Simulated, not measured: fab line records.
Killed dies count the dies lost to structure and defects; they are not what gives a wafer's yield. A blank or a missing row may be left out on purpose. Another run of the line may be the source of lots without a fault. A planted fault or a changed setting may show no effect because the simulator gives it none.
Which tool is to blame? ; flow ritCmos ; 7 lots with 21 wafers sampled at 2 steps, on a route of 202 steps

WHAT THE GAUGES SHOWED, per wafer
RIT_NLDD_TW_MEAS_10.
lot;measured;on;NLDD_TW
L136;day 2 23:46;filmMetro-02;2528 2518 2506
L138;day 3 10:23;filmMetro-02;2528 2516 2522
L140;day 3 19:54;filmMetro-03;2508 2512 2506
L144;day 4 15:18;filmMetro-03;2392 2388 2388
L147;day 5 09:22;filmMetro-03;2525 2537 2529
L154;day 6 18:53;filmMetro-04;2545 2534 2534
L158;day 7 14:04;filmMetro-03;2531 2528 2519

WHICH TOOL RAN EACH LOT (tool, then ch and the chambers of the sampled wafers, then the start)
lot;RIT_NLDD_IMPLANT_08
L136;implanter-03 ch 0, day 2 23:28
L138;implanter-04 ch 0, day 3 10:03
L140;implanter-03 ch 0, day 3 19:35
L144;implanter-03 ch 0, day 4 14:59
L147;implanter-01 ch 0, day 5 09:02
L154;implanter-04 ch 0, day 6 18:34
L158;implanter-04 ch 0, day 7 13:44
- RIT_NLDD_IMPLANT_08

THE ANSWER, worked out from the rows above alone
Rule: the usual values come from the lots themselves. Put in order of their means at a reading, lots are off if they are a third of the lots or fewer, leave a main group of 4 or more, and stand apart from it by a gap of 3 or more times the standard deviation of the main group's means; of several such gaps the widest counts. If all means in a main group match to the digits the tables above print for the reading, that group is not used. Also off: a lot with no number at a reading for which 4 or more lots have one. Where the step has rows for the other lots, those lots are counted as sound.
Off: at RIT_NLDD_TW_MEAS_10 (NLDD_TW), L144. Main group: mean 2524, sd 9.3.
If a tool, at a process step before that reading, ran all the lots that are off and no sound lot after the first of them, it fits. Those tools and the gauges at RIT_NLDD_TW_MEAS_10 are tried in the same way. One candidate fits, namely implanter-03 at RIT_NLDD_IMPLANT_08. A fault onset in the window from L140 (day 3 19:35, its last sound lot) to L144 (day 4 14:59, its first lot off) fits.

WHAT THE SIMULATOR PUT IN
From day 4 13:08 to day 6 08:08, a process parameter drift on implanter-03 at RIT_NLDD_IMPLANT_08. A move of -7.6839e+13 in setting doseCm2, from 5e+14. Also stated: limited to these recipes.
Lots struck among those shown: L144. The rule above reached the same finding.
